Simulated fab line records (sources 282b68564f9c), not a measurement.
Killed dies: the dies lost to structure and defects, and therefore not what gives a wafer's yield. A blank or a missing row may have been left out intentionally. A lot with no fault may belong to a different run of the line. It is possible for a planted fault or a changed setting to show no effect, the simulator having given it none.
Split-lot trial + flow ritCmos + 5 lots, 23 wafers read, on a route of 202 steps

== ABOUT THE SPLIT ==
At RIT_ACTIVE_CVD_03 (deposits Si3N4 from SiH2Cl2/NH3, target thk 150 nm, time 1500 s), the setting timeS was moved away from the recipe's 1500 s on 15 of the 23 wafers read, by -14.5% to +11.6%. All remaining wafers had this setting at the recipe value.

== FROM THE SPLIT TO THE READING: what the file shows between them, 3 steps ==
- RIT_ACTIVE_THK_MEAS_04
- RIT_ACTIVE_DEVELOP_10: develop time 50 s (also split here: devTempC)
- RIT_ACTIVE_HARDBAKE_12: time 60 s

== THE READING ==
oesProductAu, in a.u., at RIT_ACTIVE_ETCH_13 (etches Si3N4 in SF6, stops on SiO2, time 210 s, target depth 210 nm). Typical for fault-free wafers on this fab line: 0.822 a.u., with standard deviation 0.013 a.u.

| wafer  | tool, chamber at the split | timeS as run, s | against the recipe | oesProductAu, a.u. | against lot-mates on the recipe |
|--------|----------------------------|-----------------|--------------------|--------------------|---------------------------------|
| L075.1 | -, -                       | 1282            | -14.5%             | 0.742              | no lot-mate on the recipe       |
| L075.2 | -, -                       | 1282            | -14.5%             | 0.768              | no lot-mate on the recipe       |
| L075.3 | -, -                       | 1282            | -14.5%             | 0.760              | no lot-mate on the recipe       |
| L075.5 | -, -                       | 1282            | -14.5%             | 0.745              | no lot-mate on the recipe       |
| L075.6 | -, -                       | 1282            | -14.5%             | 0.755              | no lot-mate on the recipe       |
| L076.1 | lpcvd-02, 0                | 1500            | recipe             | 0.818              | -                               |
| L076.3 | lpcvd-02, 0                | 1500            | recipe             | 0.837              | -                               |
| L076.6 | lpcvd-02, 0                | 1500            | recipe             | 0.828              | -                               |
| L077.1 | -, -                       | 1500            | recipe             | 0.840              | -                               |
| L077.3 | -, -                       | 1500            | recipe             | 0.823              | -                               |
| L077.4 | -, -                       | 1500            | recipe             | 0.841              | -                               |
| L077.5 | -, -                       | 1500            | recipe             | 0.837              | -                               |
| L077.6 | -, -                       | 1500            | recipe             | 0.830              | -                               |
| L080.1 | -, -                       | 1674            | +11.6%             | 0.888              | no lot-mate on the recipe       |
| L080.2 | -, -                       | 1674            | +11.6%             | 0.880              | no lot-mate on the recipe       |
| L080.3 | -, -                       | 1674            | +11.6%             | 0.892              | no lot-mate on the recipe       |
| L080.4 | -, -                       | 1674            | +11.6%             | 0.859              | no lot-mate on the recipe       |
| L080.6 | -, -                       | 1674            | +11.6%             | 0.896              | no lot-mate on the recipe       |
| L084.1 | -, -                       | 1590            | +6.0%              | 0.846              | no lot-mate on the recipe       |
| L084.2 | -, -                       | 1590            | +6.0%              | 0.834              | no lot-mate on the recipe       |
| L084.4 | -, -                       | 1590            | +6.0%              | 0.849              | no lot-mate on the recipe       |
| L084.5 | -, -                       | 1590            | +6.0%              | 0.832              | no lot-mate on the recipe       |
| L084.6 | -, -                       | 1590            | +6.0%              | 0.861              | no lot-mate on the recipe       |

THE FIT
A straight line over all 23 wafers: oesProductAu changes by +0.00477 a.u. for each +1% of timeS; r = +0.96; the points scatter about the line by 0.012 a.u.
Too few moved wafers have a lot-mate on the recipe to fit a line with each lot's own level taken away.

== THE WHOLE CHAIN: every reading that the file lists as answering this split, in the file's order ==
| step                   | what it does                                                        | reading                                                                       | change (the file's fit)                   | r (the file's) |
|------------------------|---------------------------------------------------------------------|-------------------------------------------------------------------------------|-------------------------------------------|----------------|
| RIT_ACTIVE_CVD_03      | deposits Si3N4 from SiH2Cl2/NH3, target thk 150 nm, time 1500 s     | Si3N4_of_ACTIVE_CVD_03.thkNm (the simulator's own value, which no gauge read) | +1.61 nm for each +1% of the setting      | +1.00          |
| RIT_ACTIVE_THK_MEAS_04 |                                                                     | ACTIVE_NITRIDE_THK                                                            | +1.61 for each +1% of the setting         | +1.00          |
| RIT_ACTIVE_ETCH_13     | etches Si3N4 in SF6, stops on SiO2, time 210 s, target depth 210 nm | oesProductAu                                                                  | +0.00477 a.u. for each +1% of the setting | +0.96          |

== THE FILE'S OWN FIT ==
oesProductAu changes by +0.00477 a.u. for each +1% of timeS, r = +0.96.
